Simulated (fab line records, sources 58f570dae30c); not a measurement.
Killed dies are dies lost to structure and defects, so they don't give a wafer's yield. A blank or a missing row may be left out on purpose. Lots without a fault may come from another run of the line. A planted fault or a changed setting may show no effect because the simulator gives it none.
fab line records | flow berkeley_cmos170
record lots=5 wafers=15 last_day=13
route steps=331 shown V2@293 M3@309
lots that met no fault: from a run of the same line without faults
start_h: hours from the record's first day to the start of the lot's first wafer shown | wait_h: hours since the lot's step before | " the same as in the row above | L1.1+2: a row that stands for several wafers | - no value, or no start given | * or withheld: withheld | < > ~ a bound
route shown NAME@n: a module of which the file shows steps, and the number in the route of the first | usual: mean/standard deviation of fault-free wafers | same: alike in all rows | chamber/n: place in a boat | sites: the reading at each site | _std_site: their standard deviation | _edge_site: outer sites' mean less inner sites' | radius_mm: how far each site lies from the wafer's centre | mask NAME#n: copy n | behind: the tool/chamber that last shaped the wafer | hold: why the lot was held/for how many hours/how that ended | device: the transistor (n, p or np) that didn't switch | end of line: the same wafers' tests at the end of the route | a step without rows: its recipe alone | killed: dies lost to structure and defects at the first sort, not the wafer's yield | map: a wafer's dies, x killed, . not, _ none there
set.NAME: the setting as run; set.NAME@STEP: as run at that earlier step | model.NAME: the simulator's own value behind a step, which no gauge read
lots at some steps of the route; a table a step, a row a wafer
services: from which hour (start_h, from the record's first day; less than 0 if before it) a tool's chamber was out of use, for how many hours, and why
## steps
# step UCB170_V2_THK_MEAS_01
# recipe reads=SiO2_of_V2_CVD_00
# usual V2_TEOS_THK=2001/33
# columns lot.wafer tool chamber start_h wait_h V2_TEOS_THK[nm]
L078.1 film_metro-04 - 199.62 0.1 1966
L078.2 " - " " 1968
L078.5 " - " " 1975
L079.3 film_metro-03 - 199.67 0.1 2005
L079.4 " - " " 2010
L079.5 " - " " 2033
L083.1 film_metro-03 - 214.31 0.1 1999
L083.4 " - " " 2056
L083.6 " - " " 2011
L085.1 film_metro-03 - 247.54 0.1 1970
L085.2 " - " " 1998
L085.3 " - " " 2008
L096.1 film_metro-04 - 304.96 0.1 1973
L096.2 " - " " 2027
L096.3 " - " " 1998
# step UCB170_V2_CMP_02
# recipe material=SiO2 down_force_psi=6 platen_rpm=60 pad_velocity_m_s=0.75398
# usual motor_current_A=17.0/1.8 platen_rpm=60.00/0.041
# columns lot.wafer tool chamber start_h wait_h motor_current_A platen_rpm
L079.4 cmp-01 1 199.71 0.0 18.5 59.93
L079.3 " 0 " " 19.9 60.01
L079.5 " 2 " " 17.7 60.02
L078.1 cmp-02 2 199.78 0.1 18.4 60.02
L078.2 " 3 " " 14.9 60.00
L078.5 " 1 " " 14.9 59.95
L083.1 cmp-02 1 214.42 0.1 14.6 59.91
L083.4 " 2 " " 17.7 60.03
L083.6 " 0 " " 14.5 59.96
L085.1 cmp-01 0 247.60 0.1 19.4 60.05
L085.3 " 1 " " 17.9 59.98
L085.2 " 3 " " 17.3 59.98
L096.3 cmp-01 0 305.02 0.0 19.9 60.03
L096.1 " 2 " " 18.3 59.94
L096.2 " 3 " " 17.2 59.98
# step UCB170_V2_BOW_MEAS_03
# recipe mode=bow
# usual V2_BOW=37/7.4
# columns lot.wafer tool chamber start_h wait_h V2_BOW[um]
L078.1 film_metro-04 - 199.98 0.1 38
L078.2 " - " " 35
L078.5 " - " " 43
L079.3 film_metro-03 - 200.06 0.1 42
L079.4 " - " " 49
L079.5 " - " " 39
L083.1 film_metro-04 - 214.67 0.2 46
L083.4 " - " " 46
L083.6 " - " " 38
L085.1 film_metro-04 - 247.90 0.2 41
L085.2 " - " " 28
L085.3 " - " " 32
L096.1 film_metro-01 - 305.32 0.1 32
L096.2 " - " " 35
L096.3 " - " " 24
# step UCB170_V2_THK_MEAS_04
# recipe reads=SiO2_of_V2_CVD_00
# usual V2_POLISHED_THK=1000.0/1.4
# columns lot.wafer tool chamber start_h wait_h V2_POLISHED_THK[nm]
L078.1 film_metro-04 - 200.10 0.1 1001.5
L078.2 " - " " 999.9
L078.5 " - " " 1000.7
L079.3 film_metro-03 - 200.16 0.1 1000.0
L079.4 " - " " 1001.3
L079.5 " - " " 998.8
L083.1 film_metro-04 - 214.79 0.1 1001.8
L083.4 " - " " 1002.4
L083.6 " - " " 1000.7
L085.1 film_metro-04 - 248.02 0.1 997.9
L085.2 " - " " 997.8
L085.3 " - " " 999.9
L096.1 film_metro-01 - 305.44 0.1 997.9
L096.2 " - " " 1001.0
L096.3 " - " " 998.0
# step UCB170_V2_CLEAN_05
# recipe chemistry=DIW
# columns lot.wafer tool chamber start_h wait_h
L078.1+2+5 wet_bench-04 3 200.16 0.1
L079.3+4+5 wet_bench-04 1 200.33 0.2
L083.1+4+6 wet_bench-04 3 215.34 0.5
L085.1+2+3 wet_bench-04 2 248.11 0.1
L096.1+2+3 wet_bench-02 1 305.50 0.1
# step UCB170_V2_HMDS_06
# recipe prime_time_s=60 prime_temp_c=100
# columns lot.wafer tool chamber start_h wait_h
L078.1+2+5 litho_track-01 0 200.33 0.0
L079.3+4+5 litho_track-03 0 200.56 0.1
L083.1+4+6 litho_track-03 0 215.75 0.2
L085.1+2+3 litho_track-04 0 248.49 0.0
L096.1+2+3 litho_track-01 0 305.99 0.3
# step UCB170_V2_COAT_07
# recipe resist=KrF spin_rpm=1500 resist_thk_nm=900
# usual dispense_pressure_kPa=50/6.3 spin_speed_rpm=1500.3/0.84
# columns lot.wafer tool chamber start_h wait_h dispense_pressure_kPa spin_speed_rpm
L078.1 litho_track-01 0 200.48 0.1 46 1500.7
L078.2 " 0 " " 46 1500.8
L078.5 " 0 " " 46 1500.6
L079.3 litho_track-03 0 200.71 0.1 44 1501.2
L079.4 " 0 " " 44 1499.8
L079.5 " 0 " " 44 1500.9
L083.1 litho_track-03 0 215.90 0.1 44 1500.5
L083.4 " 0 " " 44 1500.9
L083.6 " 0 " " 44 1500.5
L085.1 litho_track-04 0 248.64 0.1 58 1499.4
L085.2 " 0 " " 58 1501.0
L085.3 " 0 " " 58 1499.9
L096.1 litho_track-01 0 306.14 0.1 46 1500.0
L096.2 " 0 " " 46 1500.2
L096.3 " 0 " " 46 1499.5
# step UCB170_V2_SOFTBAKE_08
# recipe resist=KrF temp_c=130 time_s=60
# columns lot.wafer tool chamber start_h wait_h
L078.1+2+5 litho_track-01 0 200.63 0.1
L079.3+4+5 litho_track-03 0 200.86 0.1
L083.1+4+6 litho_track-03 0 216.05 0.1
L085.1+2+3 litho_track-04 0 248.79 0.1
L096.1+2+3 litho_track-01 0 306.29 0.1
# step UCB170_V2_EXPOSE_09
# recipe mask_id=VIA2 target_cd_nm=700 na=0.5 sigma_outer=0.6 source_shape=conventional dose_mj=37
# columns lot.wafer tool chamber start_h wait_h mask
L078.1+2+5 krf_scanner-01 0 200.91 0.2 VIA2#0
L079.3+4+5 krf_scanner-02 0 201.19 0.3 VIA2#0
L083.1+4+6 krf_scanner-01 0 216.31 0.2 VIA2#0
L085.1+2+3 krf_scanner-01 0 249.16 0.4 VIA2#0
L096.1+2+3 krf_scanner-01 0 306.44 0.1 VIA2#0
# step UCB170_V2_PEB_10
# recipe peb_temp_c=130 peb_time_s=withheld resist=KrF
# columns lot.wafer tool chamber start_h wait_h
L078.1+2+5 litho_track-03 0 201.02 0.1
L079.3+4+5 litho_track-04 0 201.31 0.1
L083.1+4+6 litho_track-03 0 216.55 0.2
L085.1+2+3 litho_track-04 0 249.66 0.5
L096.1+2+3 litho_track-04 0 307.00 0.5
# step UCB170_V2_DEVELOP_11
# recipe developer=TMAH develop_time_s=45 resist=KrF dev_temp_c=21
# columns lot.wafer tool chamber start_h wait_h
L078.1+2+5 litho_track-03 0 - -
L079.3+4+5 litho_track-04 0 - -
L083.1+4+6 litho_track-03 0 - -
L085.1+2+3 litho_track-04 0 - -
L096.1+2+3 litho_track-04 0 - -
# step UCB170_V2_CD_MEAS_12
# recipe target_cd_nm=700
# usual cd_nm=700.0/1.3
# columns lot.wafer tool chamber start_h wait_h cd_nm
L078.1 cd_sem-01 - 201.30 - 699.9
L078.2 " - " " 700.2
L078.5 " - " " 700.6
L079.3 cd_sem-02 - 201.58 - 702.3
L079.4 " - " " 702.5
L079.5 " - " " 702.9
L083.1 cd_sem-02 - 216.82 - 698.4
L083.4 " - " " 700.0
L083.6 " - " " 698.6
L085.1 cd_sem-02 - 249.94 - 701.5
L085.2 " - " " 700.1
L085.3 " - " " 701.3
L096.1 cd_sem-01 - 307.27 - 700.5
L096.2 " - " " 700.0
L096.3 " - " " 699.3
# step UCB170_V2_OVL_MEAS_13
# usual V2_OVL=-2/6.2
# columns lot.wafer tool chamber start_h wait_h V2_OVL[nm]
L078.1 overlay-02 - 201.42 0.1 -11
L078.2 " - " " -9
L078.5 " - " " -15
L079.3 overlay-02 - 201.67 0.1 5
L079.4 " - " " 3
L079.5 " - " " 5
L083.1 overlay-01 - 216.94 0.1 -5
L083.4 " - " " -11
L083.6 " - " " -4
L085.1 overlay-01 - 250.06 0.1 -6
L085.2 " - " " -3
L085.3 " - " " -10
L096.1 overlay-02 - 307.39 0.1 1
L096.2 " - " " 3
L096.3 " - " " 5
# step UCB170_V2_ETCH_14
# recipe chemistry=CHF3/CF4/Ar target=SiO2 stop_on=Al CHF3_flow_sccm=45 cf4_flow_sccm=15 Ar_flow_sccm=150 pressure_mtorr=200 rf_w=700 target_depth_a=12500 over_etch_frac=0.25 time_s=291
# usual drypump_motor_current_A=5.8/0.42 oes_product_au=0.872/0.012 rf_fwd_power_W=698.2/2.3 throttle_valve_pct=6.92/0.11
# same over_etch_frac=0.25
# columns lot.wafer tool chamber start_h wait_h drypump_motor_current_A oes_product_au rf_fwd_power_W rf_hours_counter_h throttle_valve_pct
L078.1 rie_diel-02 2 201.45 0.0 5.4 0.877 701.9 57 6.99
L078.2 " 0 " " 5.3 0.882 698.0 4 6.77
L078.5 " 3 " " 5.1 0.883 699.8 - 6.90
L079.3 rie_diel-04 0 201.70 0.0 6.2 0.868 698.7 7 7.04
L079.4 " 3 " " 6.2 0.870 696.8 14 6.83
L079.5 " 3 " " 6.2 0.861 701.5 - 6.81
L083.1 rie_diel-04 1 216.98 0.0 6.3 0.865 696.3 1 6.79
L083.4 " 0 " " 6.2 0.872 696.7 7 7.04
L083.6 " 3 " " 6.2 0.878 697.1 - 6.81
L085.1 rie_diel-04 2 250.09 0.0 5.9 0.883 693.3 22 7.01
L085.2 " 1 " " 6.3 0.872 695.4 2 6.80
L085.3 " 3 " " 6.2 0.873 699.5 16 6.82
L096.1 rie_diel-04 1 307.43 0.0 6.3 0.863 700.2 4 6.78
L096.2 " 0 " " 6.2 0.873 700.4 10 7.02
L096.3 " 2 " " 5.9 0.873 695.7 25 7.00
# step UCB170_V2_STRIP_15
# recipe chemistry=O2 power_w=400 pressure_mtorr=3500 platen_temp_c=withheld o2_flow_sccm=400 overash_fraction=0.5
# usual drypump_motor_current_A=5.6/0.4 oes_product_au=0.721/0.0043 strip_time_to_endpoint_s=15.31/0.12
# columns lot.wafer tool chamber start_h wait_h drypump_motor_current_A oes_product_au rf_hours_counter_h strip_time_to_endpoint_s
L078.1 plasma_asher-02 0 201.63 0.1 5.5 0.723 42 15.37
L078.2 " 1 " " 6.2 0.723 42 15.18
L078.5 " 0 " " 5.5 0.724 - 15.29
L079.3 plasma_asher-03 1 201.91 0.1 5.9 0.721 - 15.20
L079.4 " 0 " " 5.2 0.720 - 15.33
L079.5 " 1 " " 5.9 0.717 - 15.38
L083.1 plasma_asher-02 1 217.16 0.1 6.2 0.724 43 15.30
L083.4 " 0 " " 5.5 0.719 - 15.28
L083.6 " 0 " " 5.5 0.723 - 15.56
L085.1 plasma_asher-02 0 250.27 0.1 5.5 0.726 46 15.30
L085.2 " 1 " " 6.2 0.725 46 15.07
L085.3 " 1 " " 6.2 0.725 - 15.28
L096.1 plasma_asher-02 1 307.61 0.1 6.2 0.715 53 15.23
L096.2 " 0 " " 5.5 0.722 53 15.50
L096.3 " 1 " " 6.2 0.726 - 15.38
# step UCB170_V2_CD_MEAS_90
# recipe target_cd_nm=700
# usual cd_nm=699.7/1.6
# columns lot.wafer tool chamber start_h wait_h cd_nm
L078.1 cd_sem-02 - 201.73 0.1 699.1
L078.2 " - " " 701.8
L078.5 " - " " 702.3
L079.3 cd_sem-01 - 202.01 0.1 700.8
L079.4 " - " " 700.1
L079.5 " - " " 700.1
L083.1 cd_sem-02 - 217.26 0.1 699.1
L083.4 " - " " 698.9
L083.6 " - " " 696.0
L085.1 cd_sem-01 - 250.37 0.1 701.0
L085.2 " - " " 700.5
L085.3 " - " " 700.1
L096.1 cd_sem-01 - 307.71 0.1 701.6
L096.2 " - " " 699.0
L096.3 " - " " 699.5
# step UCB170_M3_PRE_CLEAN_00
# recipe gas=Ar preclean_etch_time_s=60
# columns lot.wafer tool chamber start_h wait_h
L078.1+2+5 pvd_sputter-01 - 201.85 0.1
L079.3+4+5 pvd_sputter-02 - 202.09 0.1
L083.1+4+6 pvd_sputter-04 - 217.38 0.1
L085.1+2+3 pvd_sputter-02 - 250.49 0.1
L096.1+2+3 pvd_sputter-01 - 307.83 0.1
# step UCB170_M3_SPUTTER_01
# recipe material=Al target_thk_nm=900 time_s=120 power_w=6000 chamber_pressure_pa=0.5
# usual throttle_valve_pct=30.1/0.85
# columns lot.wafer tool chamber start_h wait_h throttle_valve_pct
L078.1 pvd_sputter-01 - 201.92 0.0 30.1
L078.2 " - " " 28.8
L078.5 " - " " 28.4
L079.3 pvd_sputter-02 - 202.16 0.0 30.4
L079.4 " - " " 30.5
L079.5 " - " " 30.0
L083.1 pvd_sputter-04 - 217.44 0.0 28.8
L083.4 " - " " 30.3
L083.6 " - " " 30.5
L085.1 pvd_sputter-02 - 250.56 0.0 31.2
L085.2 " - " " 30.1
L085.3 " - " " 30.4
L096.1 pvd_sputter-01 - 307.89 0.0 30.4
L096.2 " - " " 29.3
L096.3 " - " " 28.6
# step UCB170_M3_RS_MEAS_02
# recipe thk_meas_gauge=four-point-probe reads=Al_of_M3_SPUTTER_01
# usual M3_AL_RS=0.0320/0.00042
# columns lot.wafer tool chamber start_h wait_h M3_AL_RS[ohm/sq]
L078.1 film_metro-01 - 202.00 0.0 0.0317
L078.2 " - " " 0.0317
L078.5 " - " " 0.0317
L079.3 film_metro-03 - 202.28 0.1 0.0321
L079.4 " - " " 0.0318
L079.5 " - " " 0.0322
L083.1 film_metro-01 - 217.53 0.0 0.0316
L083.4 " - " " 0.0317
L083.6 " - " " 0.0326
L085.1 film_metro-03 - 250.64 0.0 0.0319
L085.2 " - " " 0.0325
L085.3 " - " " 0.0325
L096.1 film_metro-02 - 307.98 0.0 0.0316
L096.2 " - " " 0.0309
L096.3 " - " " 0.0313
# step UCB170_M3_THK_MEAS_03
# recipe thk_meas_gauge=xrf reads=Al_of_M3_SPUTTER_01
# usual M3_AL_THK=907/13
# columns lot.wafer tool chamber start_h wait_h M3_AL_THK[nm]
L078.1 film_metro-01 - 202.12 0.1 903
L078.2 " - " " 910
L078.5 " - " " 909
L079.3 film_metro-03 - 202.38 0.1 908
L079.4 " - " " 910
L079.5 " - " " 907
L083.1 film_metro-01 - 217.65 0.1 906
L083.4 " - " " 910
L083.6 " - " " 878
L085.1 film_metro-03 - 250.76 0.1 919
L085.2 " - " " 902
L085.3 " - " " 895
L096.1 film_metro-02 - 308.10 0.1 918
L096.2 " - " " 935
L096.3 " - " " 921
# step UCB170_M3_HMDS_04
# recipe prime_time_s=60 prime_temp_c=100
# columns lot.wafer tool chamber start_h wait_h
L078.1+2+5 litho_track-02 0 202.18 0.1
L079.3+4+5 litho_track-04 0 202.47 0.1
L083.1+4+6 litho_track-02 0 217.71 0.1
L085.1+2+3 litho_track-04 0 251.11 0.3
L096.1+2+3 litho_track-04 0 308.90 0.8
# step UCB170_M3_COAT_05
# recipe resist=KrF spin_rpm=1500 resist_thk_nm=900
# usual dispense_pressure_kPa=50/6.1 spin_speed_rpm=1500.2/1
# columns lot.wafer tool chamber start_h wait_h dispense_pressure_kPa spin_speed_rpm
L078.1 litho_track-02 0 202.33 0.1 48 1502.0
L078.2 " 0 " " 48 1498.7
L078.5 " 0 " " 48 1501.0
L079.3 litho_track-04 0 202.62 0.1 58 1498.7
L079.4 " 0 " " 58 1499.9
L079.5 " 0 " " 58 1498.3
L083.1 litho_track-02 0 217.86 0.1 48 1500.4
L083.4 " 0 " " 48 1502.4
L083.6 " 0 " " 48 1500.0
L085.1 litho_track-04 0 251.26 0.1 58 1499.0
L085.2 " 0 " " 58 1501.4
L085.3 " 0 " " 58 1501.4
L096.1 litho_track-04 0 309.05 0.1 58 1500.3
L096.2 " 0 " " 58 1500.8
L096.3 " 0 " " 58 1499.8
# step UCB170_M3_SOFTBAKE_06
# recipe resist=KrF temp_c=130 time_s=60
# columns lot.wafer tool chamber start_h wait_h
L078.1+2+5 litho_track-02 0 202.48 0.1
L079.3+4+5 litho_track-04 0 202.77 0.1
L083.1+4+6 litho_track-02 0 218.01 0.1
L085.1+2+3 litho_track-04 0 251.41 0.1
L096.1+2+3 litho_track-04 0 309.20 0.1
# step UCB170_M3_STRIP_07
# recipe chemistry=O2 power_w=400 pressure_mtorr=3500 platen_temp_c=withheld o2_flow_sccm=400 overash_fraction=0.5
# usual drypump_motor_current_A=5.6/0.35 oes_product_au=0.734/0.0046 strip_time_to_endpoint_s=21.96/0.058
# columns lot.wafer tool chamber start_h wait_h drypump_motor_current_A oes_product_au rf_hours_counter_h strip_time_to_endpoint_s
L078.1 plasma_asher-04 1 202.63 0.1 5.6 0.733 49 22.03
L078.2 " 0 " " 6.1 0.726 49 22.06
L078.5 " 0 " " 6.1 0.729 - 22.05
L079.3 plasma_asher-03 1 202.91 0.1 6.0 0.737 - 22.02
L079.4 " 0 " " 5.2 0.733 - 22.02
L079.5 " 1 " " 5.9 0.731 - 21.91
L083.1 plasma_asher-03 1 218.16 0.1 5.9 0.728 49 22.03
L083.4 " 1 " " 5.9 0.730 - 22.02
L083.6 " 0 " " 5.2 0.729 - 21.98
L085.1 plasma_asher-03 1 251.56 0.1 6.0 0.734 52 21.99
L085.2 " 0 " " 5.2 0.733 52 22.04
L085.3 " 1 " " 5.9 0.729 - 21.99
L096.1 plasma_asher-04 0 309.35 0.1 6.1 0.735 59 22.02
L096.2 " 1 " " 5.6 0.739 59 21.94
L096.3 " 1 " " 5.6 0.732 - 21.98
# step UCB170_M3_STRIP_08
# recipe chemistry=DMSO temp_c=80 time_s=600 material=KrF
# usual temp_c=79.99/0.11
# columns lot.wafer tool chamber start_h wait_h temp_c
L078.1 wet_bench-04 2 202.73 0.1 80.17
L078.2 " 2 " " 80.09
L078.5 " 2 " " 79.99
L079.3 wet_bench-04 3 202.97 0.0 80.06
L079.4 " 3 " " 79.99
L079.5 " 3 " " 79.86
L083.1 wet_bench-04 3 218.26 0.1 79.99
L083.4 " 3 " " 79.78
L083.6 " 3 " " 80.09
L085.1 wet_bench-01 0 251.80 0.2 79.92
L085.2 " 0 " " 80.07
L085.3 " 0 " " 80.08
L096.1 wet_bench-04 1 309.45 0.1 80.09
L096.2 " 1 " " 79.86
L096.3 " 1 " " 79.96
# step UCB170_M3_COAT_09
# recipe resist=BARC temp_c=withheld time_s=withheld spin_rpm=3000 resist_thk_nm=withheld
# usual dispense_pressure_kPa=49/6 spin_speed_rpm=3000.2/1.9
# columns lot.wafer tool chamber start_h wait_h dispense_pressure_kPa spin_speed_rpm
L078.1 litho_track-03 0 202.92 0.0 44 2999.4
L078.2 " 0 " " 44 3002.6
L078.5 " 0 " " 44 3000.6
L079.3 litho_track-02 0 203.27 0.1 48 3001.0
L079.4 " 0 " " 48 3002.8
L079.5 " 0 " " 48 3000.7
L083.1 litho_track-02 0 218.88 0.4 48 2995.8
L083.4 " 0 " " 48 2996.5
L083.6 " 0 " " 48 2997.9
L085.1 litho_track-02 0 252.70 0.7 48 2998.9
L085.2 " 0 " " 48 3000.4
L085.3 " 0 " " 48 3000.3
L096.1 litho_track-02 0 310.23 0.4 48 3004.1
L096.2 " 0 " " 48 3001.2
L096.3 " 0 " " 48 3000.6
# step UCB170_M3_COAT_10
# recipe resist=KrF spin_rpm=1500 resist_thk_nm=900
# usual dispense_pressure_kPa=49/6 spin_speed_rpm=1500.1/1.1
# columns lot.wafer tool chamber start_h wait_h dispense_pressure_kPa spin_speed_rpm
L078.1 litho_track-03 0 - - 44 1500.3
L078.2 " 0 " " 44 1500.1
L078.5 " 0 " " 44 1498.3
L079.3 litho_track-02 0 - - 48 1502.7
L079.4 " 0 " " 48 1499.3
L079.5 " 0 " " 48 1499.8
L083.1 litho_track-02 0 - - 48 1498.5
L083.4 " 0 " " 48 1498.4
L083.6 " 0 " " 48 1498.0
L085.1 litho_track-02 0 - - 48 1499.8
L085.2 " 0 " " 48 1498.7
L085.3 " 0 " " 48 1501.0
L096.1 litho_track-02 0 - - 48 1501.2
L096.2 " 0 " " 48 1498.3
L096.3 " 0 " " 48 1501.7
# step UCB170_M3_SOFTBAKE_11
# recipe resist=KrF temp_c=130 time_s=60
# columns lot.wafer tool chamber start_h wait_h
L078.1+2+5 litho_track-03 0 - -
L079.3+4+5 litho_track-02 0 - -
L083.1+4+6 litho_track-02 0 - -
L085.1+2+3 litho_track-02 0 - -
L096.1+2+3 litho_track-02 0 - -
# step UCB170_M3_EXPOSE_12
# recipe mask_id=METAL3 target_cd_nm=700 na=0.5 sigma_outer=0.6 source_shape=conventional dose_mj=26
# columns lot.wafer tool chamber start_h wait_h mask
L078.1+2+5 krf_scanner-01 0 203.50 - METAL3#0
L079.3+4+5 krf_scanner-01 0 203.71 - METAL3#0
L083.1+4+6 krf_scanner-01 0 219.33 - METAL3#0
L085.1+2+3 krf_scanner-02 0 253.28 - METAL3#0
L096.1+2+3 krf_scanner-01 0 310.68 - METAL3#0
# step UCB170_M3_PEB_13
# recipe peb_temp_c=130 peb_time_s=withheld resist=KrF
# columns lot.wafer tool chamber start_h wait_h
L078.1+2+5 litho_track-04 0 203.61 0.1
L079.3+4+5 litho_track-02 0 203.84 0.1
L083.1+4+6 litho_track-04 0 219.58 0.2
L085.1+2+3 litho_track-04 0 253.94 0.6
L096.1+2+3 litho_track-02 0 310.80 0.1
# step UCB170_M3_DEVELOP_14
# recipe developer=TMAH develop_time_s=45 resist=KrF dev_temp_c=21
# columns lot.wafer tool chamber start_h wait_h
L078.1+2+5 litho_track-04 0 - -
L079.3+4+5 litho_track-02 0 - -
L083.1+4+6 litho_track-04 0 - -
L085.1+2+3 litho_track-04 0 - -
L096.1+2+3 litho_track-02 0 - -
# step UCB170_M3_CD_MEAS_15
# recipe target_cd_nm=700
# usual cd_nm=699.8/1.5
# columns lot.wafer tool chamber start_h wait_h cd_nm
L078.1 cd_sem-01 - 203.89 - 699.2
L078.2 " - " " 698.5
L078.5 " - " " 698.3
L079.3 cd_sem-01 - 204.10 - 698.1
L079.4 " - " " 701.0
L079.5 " - " " 698.3
L083.1 cd_sem-01 - 219.85 - 701.1
L083.4 " - " " 701.1
L083.6 " - " " 700.5
L085.1 cd_sem-01 - 254.21 - 698.2
L085.2 " - " " 698.7
L085.3 " - " " 700.2
L096.1 cd_sem-01 - 311.08 - 699.1
L096.2 " - " " 699.8
L096.3 " - " " 700.0
# step UCB170_M3_OVL_MEAS_16
# usual M3_OVL=1/4.3
# columns lot.wafer tool chamber start_h wait_h M3_OVL[nm]
L078.1 overlay-02 - 204.01 0.1 2
L078.2 " - " " 1
L078.5 " - " " 2
L079.3 overlay-02 - 204.19 0.1 5
L079.4 " - " " -2
L079.5 " - " " 0
L083.1 overlay-02 - 219.97 0.1 -7
L083.4 " - " " -9
L083.6 " - " " -5
L085.1 overlay-02 - 254.33 0.1 -6
L085.2 " - " " 4
L085.3 " - " " -2
L096.1 overlay-02 - 311.20 0.1 4
L096.2 " - " " 0
L096.3 " - " " 3
# step UCB170_M3_ETCH_17
# recipe chemistry=N2/H2 target_depth_a=withheld overetch_a=withheld target=BARC time_s=withheld source_w=500 bias_w=100 pressure_mtorr=30 n2_flow_sccm=100 h2_flow_sccm=200
# usual drypump_motor_current_A=6.0/0.33 oes_product_au=1.004/0.018 rf_fwd_power_W=494.2/2.2 throttle_valve_pct=13.38/0.16
# columns lot.wafer tool chamber start_h wait_h drypump_motor_current_A oes_product_au rf_fwd_power_W throttle_valve_pct
L078.1 rie_diel-04 2 204.05 0.0 5.9 1.016 491.6 13.32
L078.2 " 0 " " 6.2 1.031 491.4 13.47
L078.5 " 0 " " 6.2 1.023 492.6 13.46
L079.3 rie_diel-03 1 204.22 0.0 6.3 0.969 492.9 13.34
L079.4 " 0 " " 5.7 0.995 497.4 13.17
L079.5 " 1 " " 6.3 0.969 492.3 13.35
L083.1 rie_diel-01 3 220.01 0.0 5.2 0.993 490.9 13.67
L083.4 " 0 " " 5.8 1.010 494.4 13.22
L083.6 " 0 " " 5.7 1.009 494.8 13.20
L085.1 rie_diel-03 0 254.37 0.0 5.7 0.987 497.2 13.18
L085.2 " 3 " " 5.4 1.003 497.9 13.53
L085.3 " 1 " " 6.3 0.980 494.5 13.31
L096.1 rie_diel-01 3 311.23 0.0 5.2 0.985 490.8 13.67
L096.2 " 2 " " 6.1 1.033 497.8 13.42
L096.3 " 0 " " 5.8 0.999 495.2 13.19
# step UCB170_M3_METAL_ETCH_18
# recipe chemistry=Cl2/BCl3 target=Al stop_on=SiO2 pressure_mtorr=12 target_depth_a=11700 over_etch_frac=0.3 time_s=195 icp_w=600 bias_w=120 Cl2_flow_sccm=90 bcl3_flow_sccm=45
# usual drypump_motor_current_A=5.68/0.24 oes_product_au=0.864/0.0079 rf_fwd_power_W=598.1/1.8 throttle_valve_pct=24.6/0.37
# same over_etch_frac=0.3
# columns lot.wafer tool chamber start_h wait_h drypump_motor_current_A oes_product_au rf_fwd_power_W rf_hours_counter_h throttle_valve_pct
L078.1 rie_metal-02 1 204.09 - 5.39 0.866 601.1 4 25.0
L078.2 " 0 " " 5.87 0.876 598.8 11 24.5
L078.5 " 0 " " 5.85 0.866 600.4 - 24.5
L079.3 rie_metal-04 0 204.32 - 5.75 0.872 595.8 - 24.6
L079.4 " 1 " " 5.50 0.865 598.5 - 24.1
L079.5 " 0 " " 5.76 0.868 594.0 - 24.7
L083.1 rie_metal-04 0 220.05 - 5.77 0.873 596.6 8 24.6
L083.4 " 0 " " 5.76 0.879 596.3 - 24.6
L083.6 " 1 " " 5.51 0.848 598.6 - 24.1
L085.1 rie_metal-04 1 254.41 - 5.54 0.865 598.1 13 24.1
L085.2 " 0 " " 5.76 0.863 598.7 8 24.6
L085.3 " 0 " " 5.77 0.867 599.5 - 24.7
L096.1 rie_metal-02 1 311.27 - 5.38 0.867 604.0 7 25.1
L096.2 " 1 " " 5.40 0.885 597.9 - 25.1
L096.3 " 1 " " 5.40 0.870 601.4 - 25.1
# step UCB170_M3_STRIP_19
# recipe chemistry=O2 power_w=400 pressure_mtorr=3500 platen_temp_c=withheld o2_flow_sccm=400 overash_fraction=0.5
# usual drypump_motor_current_A=5.6/0.35 oes_product_au=0.542/0.019
# columns lot.wafer tool chamber start_h wait_h drypump_motor_current_A oes_product_au rf_hours_counter_h
L078.1 plasma_asher-01 0 204.28 0.1 5.5 0.512 10
L078.2 " 1 " " 5.1 0.509 10
L078.5 " 0 " " 5.5 0.523 -
L079.3 plasma_asher-03 1 204.48 0.1 5.9 0.551 -
L079.4 " 0 " " 5.2 0.557 -
L079.5 " 0 " " 5.2 0.556 -
L083.1 plasma_asher-03 0 220.24 0.1 5.2 0.543 49
L083.4 " 0 " " 5.2 0.542 -
L083.6 " 1 " " 5.9 0.551 -
L085.1 plasma_asher-03 1 254.60 0.1 6.0 0.555 53
L085.2 " 0 " " 5.2 0.551 53
L085.3 " 1 " " 6.0 0.550 -
L096.1 plasma_asher-04 0 311.65 0.3 6.1 0.526 59
L096.2 " 1 " " 5.6 0.535 59
L096.3 " 0 " " 6.0 0.536 -
# step UCB170_M3_CD_MEAS_90
# recipe target_cd_nm=700
# usual cd_nm=698/5.5
# columns lot.wafer tool chamber start_h wait_h cd_nm
L078.1 cd_sem-01 - 204.38 0.1 692
L078.2 " - " " 693
L078.5 " - " " 693
L079.3 cd_sem-02 - 204.59 0.1 694
L079.4 " - " " 702
L079.5 " - " " 694
L083.1 cd_sem-02 - 220.34 0.1 695
L083.4 " - " " 695
L083.6 " - " " 701
L085.1 cd_sem-01 - 254.74 0.1 699
L085.2 " - " " 696
L085.3 " - " " 697
L096.1 cd_sem-01 - 311.75 0.1 697
L096.2 " - " " 697
L096.3 " - " " 697
# step UCB170_M3_BOW_MEAS_20
# recipe mode=bow
# usual M3_BOW=35/7.3
# columns lot.wafer tool chamber start_h wait_h M3_BOW[um]
L078.1 film_metro-03 - 204.50 0.1 35
L078.2 " - " " 33
L078.5 " - " " 40
L079.3 film_metro-03 - 204.71 0.1 41
L079.4 " - " " 48
L079.5 " - " " 38
L083.1 film_metro-01 - 220.46 0.1 43
L083.4 " - " " 45
L083.6 " - " " 37
L085.1 film_metro-03 - 254.86 0.1 38
L085.2 " - " " 24
L085.3 " - " " 30
L096.1 film_metro-02 - 311.87 0.1 29
L096.2 " - " " 32
L096.3 " - " " 22
## services
# columns tool chamber start_h hours kind
pvd_sputter-02 - 180.21 2.9 repair
krf_scanner-02 - 192.50 4.0 pm
plasma_asher-03 - 196.53 0.5 repair
pvd_sputter-04 - 205.02 1.7 repair
rie_diel-03 2 206.44 6.6 repair
krf_scanner-02 - 207.80 0.8 pm
krf_scanner-01 - 210.83 1.3 pm
krf_scanner-02 - 212.14 0.7 repair
pvd_sputter-01 - 219.64 0.7 repair
krf_scanner-01 - 230.30 0.8 pm
cmp-02 - 230.45 3.4 repair
krf_scanner-02 - 231.18 0.2 repair
krf_scanner-01 - 231.87 0.5 repair
cmp-01 - 234.86 0.2 repair
krf_scanner-01 - 236.48 4.0 pm
krf_scanner-01 - 242.42 3.6 pm
plasma_asher-04 - 250.73 4.9 repair
plasma_asher-03 - 255.31 15.6 pm
pvd_sputter-01 - 259.50 4.0 repair
cmp-01 - 266.67 0.6 repair
cmp-01 - 278.37 11.7 repair
krf_scanner-01 - 279.65 1.0 pm
cmp-01 - 295.16 5.5 pm
pvd_sputter-02 - 305.92 2.0 repair
## key
fault none
